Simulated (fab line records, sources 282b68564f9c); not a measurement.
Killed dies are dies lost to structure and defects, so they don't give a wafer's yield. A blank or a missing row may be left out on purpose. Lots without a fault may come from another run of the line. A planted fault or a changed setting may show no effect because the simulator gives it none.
Problem report in the 8D (eight disciplines) form, filled by code | flow rit_cmos | the parts of the form that need people (team, actions taken, sign-off) are left out

1. THE PROBLEM
developer_temp_C at RIT_M1_DEVELOP_08 reads a mean of 20.75 C on 6 wafers of 2 lots; wafers without a fault read 23.00 C with a standard deviation of 0.094. That is -24 standard deviations from the usual mean.
The step: develop time 68 s.
First seen on wafer L242.4, day 6 02:00, on litho_track-03. The record holds 42 wafers of 14 lots with a number at this step. Rule for "out", or "out of limits": more than 4 standard deviations from the usual mean. The other wafers with a number count as sound.

2. WHAT IT IS AND WHAT IT IS NOT
question                    | is                     | is not
which readings at this step | developer_temp_C       | -
which lots                  | L242, L244             | L231, L232, L233, L234, L236, L237, L238, L239, L240, L247, L250, L253
which wafers of those lots  | all that have a number | -
read on which tools         | litho_track-03         | litho_track-02, litho_track-04
when                        | from day 6 02:00       | up to then (27 sound wafers); but 9 sound wafers of L247, L250, L253 came after

3. SUSPECTS, AND WHAT RULES EACH OUT
Counting: a tool at a process step up to the reading stays a suspect if it ran every lot that is out and no sound lot after the first of them.
- litho_track-03 at RIT_M1_DEVELOP_08 (develop time 68 s): kept. It ran every lot that is out, first L242 (day 6 02:00), and no sound lot after that; its last sound lot up to then is L239 (day 5 10:00). Its own readings are out on those wafers: developer_temp_C.
Left after counting: litho_track-03 at RIT_M1_DEVELOP_08.

4. THE CAUSE (what the simulator had put in)
Process parameter drift: litho_track-03, from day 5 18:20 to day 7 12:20, at RIT_M1_DEVELOP_08. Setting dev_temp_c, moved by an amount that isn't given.
Counting left only this tool.

5. THE CHAIN OF EFFECTS, in route order
Each row: a reading whose mean over the struck wafers that have a number lies more than 3 standard deviations from the usual. Only readings for which the record gives a usual standard deviation are gone through. hours: the time from each lot's start at the first step in this table that gives one to its start at this step, as a median over the lots. sigmas: the change in usual standard deviations.
hours | step              | reading          | usual   | on struck wafers | change | sigmas
0     | RIT_M1_DEVELOP_08 | developer_temp_C | 23.00 C | 20.75            | -2.25  | -24
The process steps in it:
- RIT_M1_DEVELOP_08: develop time 68 s.
Later measuring or inspecting steps at which every struck wafer that the step has a row for has a number for every such reading, and none has moved that far: RIT_M1_CD_MEAS_09.

6. WHAT WOULD HAVE CAUGHT IT SOONER
In this record the first reading out of limits was taken at day 6 02:00, 8 hours after the fault began at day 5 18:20.
